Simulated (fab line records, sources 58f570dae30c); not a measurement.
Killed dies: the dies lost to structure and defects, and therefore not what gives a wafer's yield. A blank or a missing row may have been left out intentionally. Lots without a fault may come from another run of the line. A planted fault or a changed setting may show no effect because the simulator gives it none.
One fault through the eyes of 2 desks :: flow berkeley_cmos170 :: each desk has only its own numbers; what lay behind them comes last

== THE METROLOGY DESK ==
What the gauges read for every lot (on any tool): the sampled wafers with a number, averaged. If a lot's mean is further than 4 standard deviations from the usual mean, the lot is out of limits and carries the mark OUT (the distance appears in the brackets).
Columns: A = V2_BOW at UCB170_V2_BOW_MEAS_03, usual 36 um; B = cd_nm at UCB170_V2_CD_MEAS_12, usual 699.8 nm
lot: L410
first seen here: day 8 16:10
A: 30
B: 697.4

lot: L413
first seen here: day 9 12:13
A: 37
B: 700.3

lot: L412
first seen here: day 9 12:38
A: 36
B: 700.2

lot: L414
first seen here: day 9 14:56
A: 29
B: 698.7

lot: L417
first seen here: day 9 21:16
A: 42
B: 698.9

lot: L418
first seen here: day 11 07:40
A: 33
B: 700.1

lot: L420
first seen here: day 11 09:21
A: 32
B: 700.3

lot: L421
first seen here: day 11 10:43
A: 28
B: 699.7

lot: L424
first seen here: day 12 17:10
A: 38
B: 701.0

lot: L427
first seen here: day 13 00:02
A: 39
B: 697.5

lot: L431
first seen here: day 14 02:16
A: 36
B: 700.8

lot: L433
first seen here: day 14 11:56
A: 34
B: 699.0

lot: L428
first seen here: day 14 12:53
A: 39
B: 698.9

lot: L430
first seen here: day 14 12:58
A: 39
B: 701.0
Finding of this desk: none of the 14 lots has anything out of limits.

== AT THE TOOL OWNER'S DESK: litho_track-02 ==
The tool's own readings at UCB170_M3_COAT_05 (resist thk 900 nm): means of the sampled wafers that have a number, for each lot that ran on this tool. If a lot's mean is further than 4 standard deviations from the usual mean, the lot is out of limits and carries the mark OUT (the distance appears in the brackets).
Columns: A = exhaust_pa at UCB170_M3_COAT_05, usual 45.1 Pa
lot: L410
first seen here: day 8 18:48
A: 46.1

lot: L413
first seen here: day 9 14:49
A: 46.4

lot: L414
first seen here: day 9 17:39
A: 44.2

lot: L420
first seen here: day 11 12:11
A: 44.2

lot: L421
first seen here: day 11 13:52
A: 44.9

lot: L424
first seen here: day 12 19:43
A: 45.5

lot: L427
first seen here: day 13 04:34
A: 43.7
Finding of this desk: none of the 7 lots has anything out of limits.

== BROUGHT TOGETHER ==
From the metrology desk's view, nothing was out of limits.
The tool owner's desk saw nothing out of limits.

== WHAT HAD BEEN PUT IN BY THE SIMULATOR ==
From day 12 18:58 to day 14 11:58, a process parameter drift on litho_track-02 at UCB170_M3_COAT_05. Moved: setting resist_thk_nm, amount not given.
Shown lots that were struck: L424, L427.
